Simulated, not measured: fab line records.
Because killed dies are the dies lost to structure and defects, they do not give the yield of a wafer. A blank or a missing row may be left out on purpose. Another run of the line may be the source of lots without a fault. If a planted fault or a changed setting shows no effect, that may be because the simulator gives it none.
Split-lot experiment ; flow berkeleyCmos170 ; 23 wafers read across 5 lots, on a route 331 steps long

## THE SPLIT
At UCB170_CONTACT_CVD_01 (deposits PSG from SiH4/O2/PH3, target thk 700 nm, time 2820 s), the setting sih4FlowSccm was moved away from the recipe's 60 sccm on 20 of the 23 wafers read, by -14.1% to +11.9%. For the rest of the wafers, this setting stayed at what the recipe calls for.

Between the split and the reading, the file records no step.

## THE READING
CONTACT_PSG_THK at UCB170_CONTACT_THK_MEAS_02, in nm. On this fab line, fault-free wafers typically give 699 nm with a standard deviation of 4.8 nm.

wafer;tool, chamber at the split;sih4FlowSccm as run, sccm;against the recipe;CONTACT_PSG_THK, nm;against lot-mates on the recipe
L075.1;lpcvd-02, 0;60;recipe;698;-
L075.3;lpcvd-02, 0;60;recipe;697;-
L075.5;lpcvd-02, 0;60;recipe;703;-
L076.2;-, -;67.16;+11.9%;732;no lot-mate on the recipe
L076.3;-, -;67.16;+11.9%;732;no lot-mate on the recipe
L076.4;-, -;67.16;+11.9%;730;no lot-mate on the recipe
L076.5;-, -;67.16;+11.9%;730;no lot-mate on the recipe
L076.6;-, -;67.16;+11.9%;735;no lot-mate on the recipe
L078.1;-, -;54.78;-8.7%;674;no lot-mate on the recipe
L078.2;-, -;54.78;-8.7%;680;no lot-mate on the recipe
L078.4;-, -;54.78;-8.7%;668;no lot-mate on the recipe
L078.5;-, -;54.78;-8.7%;672;no lot-mate on the recipe
L078.6;-, -;54.78;-8.7%;669;no lot-mate on the recipe
L080.1;-, -;53.15;-11.4%;685;no lot-mate on the recipe
L080.2;-, -;53.15;-11.4%;679;no lot-mate on the recipe
L080.3;-, -;53.15;-11.4%;677;no lot-mate on the recipe
L080.4;-, -;53.15;-11.4%;679;no lot-mate on the recipe
L080.5;-, -;53.15;-11.4%;678;no lot-mate on the recipe
L084.1;-, -;51.52;-14.1%;663;no lot-mate on the recipe
L084.2;-, -;51.52;-14.1%;667;no lot-mate on the recipe
L084.3;-, -;51.52;-14.1%;667;no lot-mate on the recipe
L084.5;-, -;51.52;-14.1%;670;no lot-mate on the recipe
L084.6;-, -;51.52;-14.1%;670;no lot-mate on the recipe

FIT RESULTS
A straight line over all 23 wafers: CONTACT_PSG_THK changes by +2.44 nm for each +1% of sih4FlowSccm; r = +0.97; the points scatter about the line by 5.7 nm.
Too few moved wafers with a lot-mate on the recipe to fit a line net of each lot's own level.

## THE WHOLE CHAIN: every reading that the file lists as answering this split, in the file's order
step;what it does;reading;change (the file's fit);r (the file's)
UCB170_CONTACT_CVD_01;deposits PSG from SiH4/O2/PH3, target thk 700 nm, time 2820 s;PSG_of_CONTACT_CVD_01.thkNm (the simulator's own value, which no gauge read);+2.45 nm for each +1% of the setting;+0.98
UCB170_CONTACT_THK_MEAS_02;;CONTACT_PSG_THK;+2.44 for each +1% of the setting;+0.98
UCB170_M1_METAL_ETCH_12;etches Al in Cl2/BCl3, stops on PSG, target depth 780 nm, time 130 s;PSG_of_CONTACT_CVD_01.thkNm (the simulator's own value, which no gauge read);+2.4 nm for each +1% of the setting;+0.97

## THE FILE'S OWN FIT
CONTACT_PSG_THK changes by +2.44 nm for each +1% of sih4FlowSccm, r = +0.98.
